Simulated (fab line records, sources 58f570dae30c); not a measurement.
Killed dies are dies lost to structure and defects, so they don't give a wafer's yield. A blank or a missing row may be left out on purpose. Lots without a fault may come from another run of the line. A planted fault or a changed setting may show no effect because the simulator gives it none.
fab line records | flow berkeley_cmos170
record lots=15 wafers=45 last_day=11
route steps=331 shown CONTACT@218 V1@258 M2@272
lots that met no fault: from a run of the same line without faults
start_h: hours from the record's first day to the start of the lot's first wafer shown | wait_h: hours since the lot's step before | " the same as in the row above | L1.1+2: a row that stands for several wafers | - no value, or no start given | * or withheld: withheld | < > ~ a bound
route shown NAME@n: a module of which the file shows steps, and the number in the route of the first | usual: mean/standard deviation of fault-free wafers | same: alike in all rows | chamber/n: place in a boat | sites: the reading at each site | _std_site: their standard deviation | _edge_site: outer sites' mean less inner sites' | radius_mm: how far each site lies from the wafer's centre | mask NAME#n: copy n | behind: the tool/chamber that last shaped the wafer | hold: why the lot was held/for how many hours/how that ended | device: the transistor (n, p or np) that didn't switch | end of line: the same wafers' tests at the end of the route | a step without rows: its recipe alone | killed: dies lost to structure and defects at the first sort, not the wafer's yield | map: a wafer's dies, x killed, . not, _ none there
set.NAME: the setting as run; set.NAME@STEP: as run at that earlier step | model.NAME: the simulator's own value behind a step, which no gauge read
steps of the route over a sample of lots; a table a step, a row a wafer
services: from which hour (start_h, from the record's first day; less than 0 if before it) a tool's chamber was out of use, for how many hours, and why
## steps
# step UCB170_CONTACT_THK_MEAS_02
# recipe reads=PSG_of_CONTACT_CVD_01
# usual CONTACT_PSG_THK=696/5.6
# columns lot.wafer tool chamber start_h wait_h CONTACT_PSG_THK[nm]
L150.1 film_metro-01 - 124.70 0.0 695
L150.2 " - " " 697
L150.3 " - " " 696
L151.2 film_metro-04 - 139.22 0.0 696
L151.5 " - " " 692
L151.6 " - " " 693
L153.4 film_metro-03 - 151.91 0.0 703
L153.5 " - " " 698
L153.6 " - " " 708
L155.1 film_metro-01 - 152.53 0.0 690
L155.4 " - " " 693
L155.5 " - " " 693
L156.1 film_metro-03 - 152.53 0.0 709
L156.4 " - " " 703
L156.6 " - " " 703
L157.3 film_metro-03 - 164.47 0.0 704
L157.4 " - " " 691
L157.6 " - " " 698
L159.3 film_metro-01 - 186.23 0.0 691
L159.5 " - " " 695
L159.6 " - " " 688
L160.1 film_metro-03 - 193.14 0.0 688
L160.2 " - " " 688
L160.4 " - " " 687
L164.1 film_metro-03 - 211.82 0.0 699
L164.2 " - " " 700
L164.3 " - " " 701
L167.3 film_metro-03 - 224.17 0.0 699
L167.5 " - " " 701
L167.6 " - " " 697
L168.1 film_metro-03 - 234.91 0.0 700
L168.2 " - " " 703
L168.5 " - " " 695
L169.2 film_metro-01 - 246.04 0.0 690
L169.4 " - " " 694
L169.5 " - " " 693
L170.2 film_metro-04 - 246.04 0.0 693
L170.3 " - " " 693
L170.6 " - " " 697
L171.1 film_metro-04 - 250.94 0.0 692
L171.2 " - " " 695
L171.5 " - " " 693
L173.1 film_metro-04 - 254.10 0.0 690
L173.2 " - " " 690
L173.4 " - " " 688
# step UCB170_CONTACT_STRIP_19
# recipe chemistry=O2 power_w=400 pressure_mtorr=3500 platen_temp_c=withheld o2_flow_sccm=400 overash_fraction=0.5
# usual drypump_motor_current_A=5.58/0.26 oes_product_au=0.726/0.004
# columns lot.wafer tool chamber start_h wait_h drypump_motor_current_A oes_product_au rf_hours_counter_h
L150.1 plasma_asher-02 1 128.15 - 5.52 0.732 37
L150.2 " 0 " " 5.55 0.726 37
L150.3 " 1 " " 5.53 0.729 -
L151.2 plasma_asher-04 1 141.64 - 5.24 0.724 49
L151.5 " 1 " " 5.22 0.726 -
L151.6 " 0 " " 6.03 0.730 -
L153.4 plasma_asher-04 1 154.41 - 5.23 0.725 -
L153.5 " 1 " " 5.23 0.723 -
L153.6 " 0 " " 6.02 0.727 -
L155.1 plasma_asher-03 0 154.88 - 5.43 0.727 4
L155.4 " 1 " " 5.67 0.727 -
L155.5 " 1 " " 5.76 0.725 -
L156.1 plasma_asher-04 1 154.99 - 5.22 0.722 50
L156.4 " 1 " " 5.21 0.721 -
L156.6 " 0 " " 6.03 0.724 -
L157.3 plasma_asher-03 1 166.51 - 5.71 0.728 -
L157.4 " 0 " " 5.42 0.721 -
L157.6 " 0 " " 5.42 0.730 -
L159.3 plasma_asher-04 1 189.21 - 5.21 0.728 -
L159.5 " 1 " " 5.22 0.723 -
L159.6 " 0 " " 6.02 0.719 -
L160.1 plasma_asher-02 0 195.91 - 5.57 0.726 44
L160.2 " 1 " " 5.50 0.723 44
L160.4 " 1 " " 5.51 0.729 -
L164.1 plasma_asher-04 0 214.22 - 6.02 0.723 57
L164.2 " 1 " " 5.22 0.728 57
L164.3 " 0 " " 6.03 0.724 -
L167.3 plasma_asher-04 1 226.47 - 5.23 0.728 -
L167.5 " 0 " " 5.99 0.726 -
L167.6 " 1 " " 5.23 0.729 -
L168.1 plasma_asher-04 0 237.10 - 6.03 0.724 59
L168.2 " 1 " " 5.25 0.731 59
L168.5 " 1 " " 5.24 0.717 -
L170.2 plasma_asher-03 0 248.43 - 5.40 0.731 14
L170.3 " 1 " " 5.72 0.725 -
L170.6 " 0 " " 5.41 0.729 -
L169.2 plasma_asher-04 1 249.09 - 5.22 0.732 61
L169.4 " 1 " " 5.23 0.727 -
L169.5 " 0 " " 6.04 0.714 -
L171.1 plasma_asher-03 1 253.42 - 5.75 0.724 14
L171.2 " 0 " " 5.43 0.718 14
L171.5 " 0 " " 5.41 0.730 -
L173.1 plasma_asher-04 1 256.29 - 5.23 0.729 61
L173.2 " 0 " " 6.05 0.734 61
L173.4 " 0 " " 6.05 0.720 -
# step UCB170_V1_THK_MEAS_04
# recipe reads=SiO2_of_V1_CVD_00
# usual V1_POLISHED_THK=999.3/1.3
# columns lot.wafer tool chamber start_h wait_h V1_POLISHED_THK[nm]
L150.1 film_metro-02 - 133.12 0.1 998.7
L150.2 " - " " 997.3
L150.3 " - " " 997.7
L151.2 film_metro-02 - 150.81 0.1 999.6
L151.5 " - " " 999.0
L151.6 " - " " 999.8
L155.1 film_metro-04 - 166.53 0.1 998.3
L155.4 " - " " 996.7
L155.5 " - " " 997.2
L153.4 film_metro-01 - 166.56 0.1 998.5
L153.5 " - " " 998.9
L153.6 " - " " 1001.5
L156.1 film_metro-04 - 166.83 0.1 997.9
L156.4 " - " " 997.7
L156.6 " - " " 997.6
L157.3 film_metro-02 - 174.38 0.1 1000.5
L157.4 " - " " 999.5
L157.6 " - " " 999.9
L159.3 film_metro-04 - 195.25 0.1 1000.2
L159.5 " - " " 998.7
L159.6 " - " " 998.5
L160.1 film_metro-04 - 202.92 0.1 1000.0
L160.2 " - " " 998.1
L160.4 " - " " 999.9
L164.1 film_metro-04 - 224.66 0.1 998.3
L164.2 " - " " 1000.2
L164.3 " - " " 1000.6
L167.3 film_metro-01 - 235.80 0.1 997.3
L167.5 " - " " 1000.2
L167.6 " - " " 1002.1
L168.1 film_metro-04 - 242.68 0.1 1000.1
L168.2 " - " " 1000.6
L168.5 " - " " 1000.6
L170.2 film_metro-04 - 255.54 0.1 997.3
L170.3 " - " " 998.6
L170.6 " - " " 998.1
L169.2 film_metro-01 - 255.84 0.1 999.7
L169.4 " - " " 997.7
L169.5 " - " " 998.0
L173.1 film_metro-04 - 261.38 0.1 999.3
L173.2 " - " " 998.3
L173.4 " - " " 1001.4
L171.1 film_metro-01 - 261.98 0.1 999.9
L171.2 " - " " 999.9
L171.5 " - " " 1000.4
# step UCB170_M2_SPUTTER_01
# recipe material=Al target_thk_nm=900 time_s=120 power_w=6000 chamber_pressure_pa=0.5
# usual cathode_dc_power_W=6000.0/1.2 throttle_valve_pct=29.7/0.6
# columns lot.wafer tool chamber start_h wait_h cathode_dc_power_W throttle_valve_pct
L150.1 pvd_sputter-01 - 135.63 0.0 5998.7 29.4
L150.2 " - " " 6002.6 30.6
L150.3 " - " " 5998.1 29.5
L151.2 pvd_sputter-01 - 152.75 0.0 6000.4 30.8
L151.5 " - " " 5999.9 29.0
L151.6 " - " " 5999.7 29.3
L153.4 pvd_sputter-04 - 169.01 0.0 6000.0 29.7
L153.5 " - " " 6000.4 29.8
L153.6 " - " " 5999.6 30.2
L155.1 pvd_sputter-01 - 169.21 0.0 6000.2 30.2
L155.4 " - " " 6001.8 29.8
L155.5 " - " " 5996.9 29.2
L156.1 pvd_sputter-01 - 169.49 0.0 6001.0 29.3
L156.4 " - " " 6000.2 29.4
L156.6 " - " " 6000.4 29.5
L157.3 pvd_sputter-02 - 176.23 0.0 6000.3 28.9
L157.4 " - " " 5998.8 29.6
L157.6 " - " " 5999.7 30.8
L159.3 pvd_sputter-04 - 197.64 0.0 6001.0 29.0
L159.5 " - " " 6000.4 30.0
L159.6 " - " " 5999.7 29.6
L160.1 pvd_sputter-01 - 205.14 0.0 5999.4 29.5
L160.2 " - " " 5999.7 30.3
L160.4 " - " " 6002.0 30.5
L164.1 pvd_sputter-04 - 226.98 0.0 5999.1 29.6
L164.2 " - " " 5998.6 30.0
L164.3 " - " " 5999.0 30.5
L167.3 pvd_sputter-04 - 237.70 0.0 6000.4 29.8
L167.5 " - " " 5998.6 30.4
L167.6 " - " " 5998.3 29.6
L168.1 pvd_sputter-02 - 246.44 0.0 5998.1 29.0
L168.2 " - " " 6001.0 31.0
L168.5 " - " " 6000.3 29.4
L170.2 pvd_sputter-04 - 257.41 0.0 5999.9 29.6
L170.3 " - " " 5999.4 28.8
L170.6 " - " " 6000.3 29.9
L169.2 pvd_sputter-01 - 257.86 0.0 5997.7 30.3
L169.4 " - " " 5999.5 29.0
L169.5 " - " " 5999.1 29.7
L173.1 pvd_sputter-01 - 263.30 0.0 6001.4 29.8
L173.2 " - " " 6001.8 30.4
L173.4 " - " " 5999.1 29.5
L171.1 pvd_sputter-01 - 266.09 0.0 5999.2 29.3
L171.2 " - " " 6001.2 29.1
L171.5 " - " " 6001.3 29.3
# step UCB170_M2_RS_MEAS_02
# recipe thk_meas_gauge=four-point-probe reads=Al_of_M2_SPUTTER_01
# usual M2_AL_RS=0.0324/0.00036
# columns lot.wafer tool chamber start_h wait_h M2_AL_RS[ohm/sq]
L150.1 film_metro-04 - 135.71 0.0 0.0326
L150.2 " - " " 0.0321
L150.3 " - " " 0.0328
L151.2 film_metro-04 - 152.85 0.1 0.0320
L151.5 " - " " 0.0317
L151.6 " - " " 0.0325
L153.4 film_metro-03 - 169.15 0.1 0.0325
L153.5 " - " " 0.0330
L153.6 " - " " 0.0326
L155.1 film_metro-02 - 169.30 0.0 0.0246
L155.4 " - " " 0.0248
L155.5 " - " " 0.0246
L156.1 film_metro-02 - 169.57 0.0 0.0248
L156.4 " - " " 0.0253
L156.6 " - " " 0.0250
L157.3 film_metro-04 - 176.36 0.1 0.0324
L157.4 " - " " 0.0327
L157.6 " - " " 0.0324
L159.3 film_metro-04 - 197.76 0.1 0.0327
L159.5 " - " " 0.0327
L159.6 " - " " 0.0334
L160.1 film_metro-04 - 205.22 0.0 0.0250
L160.2 " - " " 0.0251
L160.4 " - " " 0.0249
L164.1 film_metro-03 - 227.06 0.0 0.0329
L164.2 " - " " 0.0320
L164.3 " - " " 0.0326
L167.3 film_metro-04 - 237.82 0.1 0.0325
L167.5 " - " " 0.0319
L167.6 " - " " 0.0327
L168.1 film_metro-04 - 246.53 0.0 0.0324
L168.2 " - " " 0.0325
L168.5 " - " " 0.0326
L170.2 film_metro-03 - 257.52 0.1 0.0331
L170.3 " - " " 0.0320
L170.6 " - " " 0.0327
L169.2 film_metro-03 - 257.97 0.1 0.0319
L169.4 " - " " 0.0315
L169.5 " - " " 0.0322
L173.1 film_metro-04 - 263.39 0.0 0.0324
L173.2 " - " " 0.0322
L173.4 " - " " 0.0323
L171.1 film_metro-03 - 266.17 0.0 0.0324
L171.2 " - " " 0.0321
L171.5 " - " " 0.0320
# step UCB170_M2_THK_MEAS_03
# recipe thk_meas_gauge=xrf reads=Al_of_M2_SPUTTER_01
# usual M2_AL_THK=885/10
# columns lot.wafer tool chamber start_h wait_h M2_AL_THK[nm]
L150.1 film_metro-04 - 135.83 0.1 885
L150.2 " - " " 890
L150.3 " - " " 879
L151.2 film_metro-04 - 152.96 0.1 895
L151.5 " - " " 891
L151.6 " - " " 878
L153.4 film_metro-03 - 169.24 0.1 879
L153.5 " - " " 865
L153.6 " - " " 880
L155.1 film_metro-02 - 169.42 0.1 1167
L155.4 " - " " 1153
L155.5 " - " " 1162
L156.1 film_metro-02 - 169.69 0.1 1156
L156.4 " - " " 1125
L156.6 " - " " 1137
L157.3 film_metro-04 - 176.46 0.1 885
L157.4 " - " " 885
L157.6 " - " " 891
L159.3 film_metro-04 - 197.86 0.1 878
L159.5 " - " " 873
L159.6 " - " " 854
L160.1 film_metro-04 - 205.34 0.1 1143
L160.2 " - " " 1130
L160.4 " - " " 1146
L164.1 film_metro-03 - 227.18 0.1 871
L164.2 " - " " 897
L164.3 " - " " 885
L167.3 film_metro-04 - 237.92 0.1 882
L167.5 " - " " 900
L167.6 " - " " 869
L168.1 film_metro-04 - 246.65 0.1 890
L168.2 " - " " 887
L168.5 " - " " 882
L170.2 film_metro-03 - 257.63 0.1 864
L170.3 " - " " 894
L170.6 " - " " 874
L169.2 film_metro-03 - 258.08 0.1 899
L169.4 " - " " 907
L169.5 " - " " 895
L173.1 film_metro-04 - 263.51 0.1 887
L173.2 " - " " 894
L173.4 " - " " 887
L171.1 film_metro-03 - 266.29 0.1 885
L171.2 " - " " 896
L171.5 " - " " 894
# step UCB170_M2_METAL_ETCH_18
# recipe chemistry=Cl2/BCl3 target=Al stop_on=SiO2 pressure_mtorr=12 target_depth_a=11700 over_etch_frac=0.3 time_s=195 icp_w=600 bias_w=120 Cl2_flow_sccm=90 bcl3_flow_sccm=45
# usual drypump_motor_current_A=5.6/0.38 oes_product_au=0.853/0.0076 throttle_valve_pct=24.39/0.13
# same time_s=195
# columns lot.wafer tool chamber start_h wait_h drypump_motor_current_A oes_product_au rf_hours_counter_h throttle_valve_pct
L150.1 rie_metal-04 0 138.16 - 5.7 0.854 8 24.47
L150.2 " 1 " " 5.7 0.849 6 24.48
L150.3 " 1 " " 5.7 0.844 - 24.49
L151.2 rie_metal-03 0 155.14 - 5.5 0.863 11 24.19
L151.5 " 1 " " 6.1 0.856 - 24.21
L151.6 " 0 " " 5.5 0.857 - 24.18
L153.4 rie_metal-02 1 171.55 - 5.6 0.854 - 24.52
L153.5 " 0 " " 4.8 0.855 - 24.40
L153.6 " 1 " " 5.6 0.852 - 24.51
L155.1 rie_metal-04 1 171.75 - 5.6 0.965 6 24.42
L155.4 " 1 " " 5.6 0.959 - 24.44
L155.5 " 1 " " 5.6 0.972 - 24.44
L156.1 rie_metal-02 1 172.07 - 5.6 0.995 8 24.43
L156.4 " 0 " " 4.8 0.995 - 24.35
L156.6 " 0 " " 4.8 0.997 - 24.34
L157.3 rie_metal-02 0 179.07 - 4.8 0.859 - 24.42
L157.4 " 1 " " 5.6 0.850 - 24.49
L157.6 " 1 " " 5.6 0.849 - 24.48
L159.3 rie_metal-02 0 200.21 - 4.8 0.858 - 24.41
L159.5 " 0 " " 4.8 0.855 - 24.41
L159.6 " 1 " " 5.6 0.839 - 24.50
L160.1 rie_metal-04 0 207.79 - 5.7 0.984 9 24.41
L160.2 " 1 " " 5.7 0.971 7 24.42
L160.4 " 1 " " 5.7 0.966 - 24.44
L164.1 rie_metal-04 1 229.69 - 5.7 0.846 8 24.49
L164.2 " 0 " " 5.7 0.862 10 24.47
L164.3 " 0 " " 5.7 0.862 - 24.46
L167.3 rie_metal-03 0 240.46 - 5.5 0.853 - 24.18
L167.5 " 1 " " 6.1 0.857 - 24.18
L167.6 " 0 " " 5.5 0.854 - 24.20
L168.1 rie_metal-02 0 249.63 - 4.8 0.852 0 24.44
L168.2 " 1 " " 5.6 0.852 10 24.49
L168.5 " 1 " " 5.6 0.848 - 24.50
L170.2 rie_metal-04 0 259.47 - 5.8 0.838 11 24.46
L170.3 " 1 " " 5.7 0.856 - 24.48
L170.6 " 1 " " 5.7 0.835 - 24.49
L169.2 rie_metal-03 1 260.04 - 6.2 0.855 3 24.19
L169.4 " 0 " " 5.5 0.868 - 24.19
L169.5 " 0 " " 5.5 0.863 - 24.20
L173.1 rie_metal-02 1 265.46 - 5.6 0.852 11 24.49
L173.2 " 0 " " 4.8 0.853 1 24.42
L173.4 " 0 " " 4.8 0.848 - 24.45
L171.1 rie_metal-03 0 269.02 - 5.5 0.854 14 24.20
L171.2 " 1 " " 6.1 0.855 4 24.18
L171.5 " 0 " " 5.5 0.865 - 24.21
## services
# columns tool chamber start_h hours kind
plasma_asher-03 - 108.75 9.0 pm
plasma_asher-03 0 108.75 9.0 vent_cycle
plasma_asher-03 1 108.75 9.0 vent_cycle
plasma_asher-03 0 117.75 - clean
plasma_asher-03 1 117.75 - clean
pvd_sputter-01 - 121.00 2.6 repair
rie_metal-02 - 152.13 0.6 repair
plasma_asher-03 - 161.00 4.3 pm
pvd_sputter-02 - 163.29 8.2 repair
rie_metal-04 - 166.00 1.3 repair
plasma_asher-03 - 192.07 1.9 repair
plasma_asher-02 - 205.49 1.3 repair
rie_metal-02 0 207.64 - clean
rie_metal-02 0 207.64 12.8 scheduled_down
rie_metal-02 0 207.64 12.8 vent_cycle
pvd_sputter-01 - 226.87 0.7 repair
pvd_sputter-02 - 229.64 12.9 repair
rie_metal-02 - 252.43 1.8 repair
pvd_sputter-02 - 262.56 5.8 repair
## key
first_sign step=UCB170_M2_RS_MEAS_02 reading=M2_AL_RS direction=down sigmas=21 usual=0.0324 struck=0.0249
effect step=UCB170_M2_THK_MEAS_03 reading=M2_AL_THK direction=up sigmas=26 usual=885 struck=1147
effect step=UCB170_M2_METAL_ETCH_18 reading=oes_product_au direction=up sigmas=16 usual=0.853 struck=0.978
met_at UCB170_M2_SPUTTER_01
struck_lots L155,L156,L160
later_rows_left_out L155.1,L155.4,L155.5,L160.2,L160.4
sort_left_out L155.1,L155.4,L155.5,L156.1,L156.4,L156.6,L160.1,L160.2,L160.4
not_acting_at UCB170_CONTACT_THK_MEAS_02,UCB170_CONTACT_STRIP_19,UCB170_V1_THK_MEAS_04
onset_between 152.75 169.21
fault kind=process_parameter_drift tool=pvd_sputter-01 chamber=- onset_h=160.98 steps=UCB170_M2_SPUTTER_01 channel=target_thk_nm offset=266.59 shape=step end_h=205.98 acts_in=these_recipes_only stated=900
# sort_left_out: the simulated sort isn't trusted on such a fault, so these wafers' sort isn't shown, and their yield isn't known
# later_rows_left_out: the simulator's readings of these wafers behind a module that went badly wrong aren't trusted and aren't shown, but for the sort
